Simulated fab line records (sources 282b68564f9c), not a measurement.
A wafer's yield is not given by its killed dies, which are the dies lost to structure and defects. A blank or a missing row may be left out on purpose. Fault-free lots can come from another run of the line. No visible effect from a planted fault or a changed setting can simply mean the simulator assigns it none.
Which tool is to blame?    flow rit-cmos    Sampling: 7 lots, 21 wafers, 2 of 202 route steps

WHAT THE GAUGES SHOWED, per wafer
RIT_REOX_THK_MEAS_04.
lot   measured     on             REOX_OXIDE_THK (nm)
L908  day 3 07:18  film-metro-02  25.6 25.5 25.5
L912  day 3 23:17  film-metro-04  25.5 25.1 25.4
L916  day 5 02:13  film-metro-04  24.5 24.6 24.5
L919  day 5 21:10  film-metro-04  27.3 27.6 27.0
L923  day 6 13:49  film-metro-01  25.1 25.3 25.5
L925  day 6 21:33  film-metro-01  27.9 28.0 28.3
L930  day 7 17:48  film-metro-01  25.6 24.8 25.2

EACH LOT AND THE TOOL THAT RAN IT (in order: tool; ch and the chambers of the sampled wafers; start)
lot   RIT_REOX_OXIDATION_03
L908  furnace-01 ch 0, day 3 04:45
L912  furnace-01 ch 0, day 3 20:43
L916  furnace-03 ch 0, day 4 23:40
L919  furnace-03 ch 0, day 5 18:37
L923  furnace-01 ch 0, day 6 11:15
L925  furnace-03 ch 0, day 6 18:59
L930  furnace-01 ch 0, day 7 15:15
- RIT_REOX_OXIDATION_03: target thk 25.2 nm, ox time 5580 s.

THE ANSWER, worked out from the rows above alone
Rule: what is usual is taken from the lots themselves. Put in order of their means at a reading, lots are off if they are a third of the lots or fewer, leave a main group of 4 or more, and stand apart from it by a gap of 3 or more times the standard deviation of the main group's means; of several such gaps the widest counts. Not used: any main group whose means are identical at the precision the tables above print for the reading. Also off: a lot with no number at a reading for which 4 or more lots have one. Any other lot the step has rows for is counted as sound.
Off: L919, L925, seen at RIT_REOX_THK_MEAS_04 (REOX_OXIDE_THK). Mean 25.2 nm and standard deviation 0.34 in the main group.
A tool fits if, at a process step before that reading, it ran every lot that is off, and no sound lot after the first of them. Those tools and the gauges at RIT_REOX_THK_MEAS_04 are tried in the same way. One fits: RIT_REOX_OXIDATION_03 on furnace-03. A fault onset in the window from L916 (day 4 23:40, its last sound lot) to L919 (day 5 18:37, its first lot off) fits.

WHAT HAD BEEN PUT IN BY THE SIMULATOR
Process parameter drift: furnace-03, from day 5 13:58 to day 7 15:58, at RIT_REOX_OXIDATION_03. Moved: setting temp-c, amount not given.
Lots struck among those shown: L919, L925. The same result came from the rule above.
